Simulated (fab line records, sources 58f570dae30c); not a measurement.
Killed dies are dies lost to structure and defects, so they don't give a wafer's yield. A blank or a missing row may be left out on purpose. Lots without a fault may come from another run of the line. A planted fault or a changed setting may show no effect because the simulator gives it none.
Which tool did it? | flow berkeley_cmos170 | 14 lots, 42 wafers sampled, at 2 steps of a route of 331

WHAT THE GAUGES READ, wafer by wafer
UCB170_SPACER_THK_MEAS_01.
lot  | measured     | on            | SPACER_TEOS_THK (nm)
L923 | day 7 05:51  | film_metro-04 | 373 389 385
L924 | day 7 06:34  | film_metro-04 | 375 380 386
L927 | day 7 14:56  | film_metro-04 | 372 377 382
L930 | day 8 12:37  | film_metro-04 | 372 377 376
L928 | day 8 12:58  | film_metro-04 | 375 378 373
L929 | day 8 13:28  | film_metro-04 | 374 377 382
L931 | day 8 23:18  | film_metro-04 | 366 379 374
L933 | day 9 23:23  | film_metro-04 | 372 374 376
L934 | day 9 23:37  | film_metro-03 | 370 370 381
L936 | day 10 08:14 | film_metro-03 | 370 370 373
L937 | day 10 08:46 | film_metro-04 | 369 374 373
L939 | day 11 03:19 | film_metro-04 | 372 368 379
L943 | day 11 14:41 | film_metro-04 | 381 381 394 381 381 394
L941 | day 11 15:20 | film_metro-03 | 388 390 390 388 390 390

WHICH TOOL RAN EACH LOT (tool, then ch and the chambers of the sampled wafers, then the start)
lot  | UCB170_SPACER_CVD_00
L923 | pecvd-02 ch 0,1, day 7 05:47
L924 | pecvd-02 ch 1,2, day 7 06:31
L927 | pecvd-02 ch 0,1, day 7 14:54
L930 | pecvd-01 ch 0,2, day 8 12:32
L928 | pecvd-03 ch 1,2, day 8 12:53
L929 | pecvd-02 ch 1,2, day 8 13:25
L931 | pecvd-03 ch 1,2, day 8 23:14
L933 | pecvd-03 ch 1,2, day 9 23:20
L934 | pecvd-01 ch 0,1,2, day 9 23:34
L936 | pecvd-02 ch 0,2, day 10 08:11
L937 | pecvd-03 ch 1,2, day 10 08:43
L939 | pecvd-03 ch 0,2, day 11 03:16
L943 | pecvd-02 ch 0,1,2, day 11 14:38
L941 | pecvd-02 ch 0,1,2, day 11 15:18
- UCB170_SPACER_CVD_00: deposits SiO2 from TEOS/O2, target thk 376 nm, time 47 s.

WHAT THE TOOLS THEMSELVES READ (means of the sampled wafers that have a number; where no wafer has one, the mark that the record gives instead)
UCB170_SPACER_CVD_00.
lot  | tool     | heater_power_w (W)
L923 | pecvd-02 | 224
L924 | pecvd-02 | 327
L927 | pecvd-02 | 240
L930 | pecvd-01 | 343
L928 | pecvd-03 | 245
L929 | pecvd-02 | 305
L931 | pecvd-03 | 219
L933 | pecvd-03 | 281
L934 | pecvd-01 | 290
L936 | pecvd-02 | 292
L937 | pecvd-03 | 244
L939 | pecvd-03 | 264
L943 | pecvd-02 | 262
L941 | pecvd-02 | 269

THE ANSWER, worked out from the rows above alone
Rule: what is usual is taken from the lots themselves. Put in order of their means at a reading, lots are off if they are a third of the lots or fewer, leave a main group of 4 or more, and stand apart from it by a gap of 3 or more times the standard deviation of the main group's means; of several such gaps the widest counts. A main group whose means are all the same, to the digits that the tables above print for the reading, isn't used. A lot without any number at a reading at which 4 lots or more have one is off too. The other lots that the step has rows for count as sound. The gauges are gone through in route order, then the tools' own readings, and for those a lot's mean is taken as printed above. The first step at which some lot is off is used, and at that step the reading that is off furthest; a lot without a number counts as furthest.
No lot is off at any reading shown: from this, nothing can be told.

WHAT THE SIMULATOR HAD PUT IN
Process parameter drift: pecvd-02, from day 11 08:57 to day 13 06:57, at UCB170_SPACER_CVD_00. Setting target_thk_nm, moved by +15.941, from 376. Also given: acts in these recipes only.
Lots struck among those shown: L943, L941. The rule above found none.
